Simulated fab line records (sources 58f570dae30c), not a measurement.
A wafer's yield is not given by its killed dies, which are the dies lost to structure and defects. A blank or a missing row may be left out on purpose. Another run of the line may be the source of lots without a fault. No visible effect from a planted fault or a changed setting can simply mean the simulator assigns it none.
Which tool did it? -- flow berkeley cmos170 -- 21 wafers from 7 lots sampled at 2 of the route's 331 steps

WHAT EACH GAUGE READ, for each wafer
UCB170_NWELL_THK_MEAS_05.
lot,measured,on,NWELL_NITRIDE_THK (nm)
L773,day 2 07:59,film metro-01,222.5 222.7 223.4
L775,day 3 03:44,film metro-02,226.7 225.9 224.4
L777,day 3 11:08,film metro-04,227.1 227.5 225.6
L780,day 4 03:48,film metro-02,388.9 386.9 387.4
L787,day 5 09:14,film metro-02,227.3 228.2 225.6
L789,day 5 14:18,film metro-01,227.7 226.5 226.8
L794,day 6 15:17,film metro-02,223.1 221.0 221.0

WHAT TOOL EACH LOT RAN ON (gives the tool, then ch and the chambers of the sampled wafers, and finally the start)
lot,UCB170_NWELL_CVD_04
L773,"lpcvd-02 ch 0, day 2 06:01"
L775,"lpcvd-01 ch 1, day 3 01:47"
L777,"lpcvd-01 ch 1, day 3 09:12"
L780,"lpcvd-01 ch 1, day 4 01:52"
L787,"lpcvd-02 ch 1, day 5 07:17"
L789,"lpcvd-02 ch 1, day 5 12:22"
L794,"lpcvd-02 ch 1, day 6 13:14"
- UCB170_NWELL_CVD_04: deposits Si3N4 from SiH2Cl2/NH3, target thk 224 nm, time 3360 s.

THE ANSWER, worked out from the rows above alone
Rule: usual is defined by the lots themselves. Put in order of their means at a reading, lots are off if they are a third of the lots or fewer, leave a main group of 4 or more, and stand apart from it by a gap of 3 or more times the standard deviation of the main group's means; of several such gaps the widest counts. Not used: any main group whose means are identical at the precision the tables above print for the reading. A lot without any number at a reading at which 4 lots or more have one is off too. The other lots that the step has rows for count as sound.
Off: at UCB170_NWELL_THK_MEAS_05 (NWELL_NITRIDE_THK), L780. Mean 225.2 nm and standard deviation 2.1 in the main group.
If a tool, at a process step before that reading, ran all the lots that are off and no sound lot after the first of them, it fits. Gauges at UCB170_NWELL_THK_MEAS_05: tried the same way as those tools. One fits: UCB170_NWELL_CVD_04 on lpcvd-01. A fault onset in the window from L777 (day 3 09:12, its last sound lot) to L780 (day 4 01:52, its first lot off) fits.

WHAT HAD BEEN PUT IN BY THE SIMULATOR
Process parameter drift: lpcvd-01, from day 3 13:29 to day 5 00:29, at UCB170_NWELL_CVD_04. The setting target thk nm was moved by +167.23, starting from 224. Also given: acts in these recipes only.
Lots struck among those shown: L780. Same finding as the rule above.
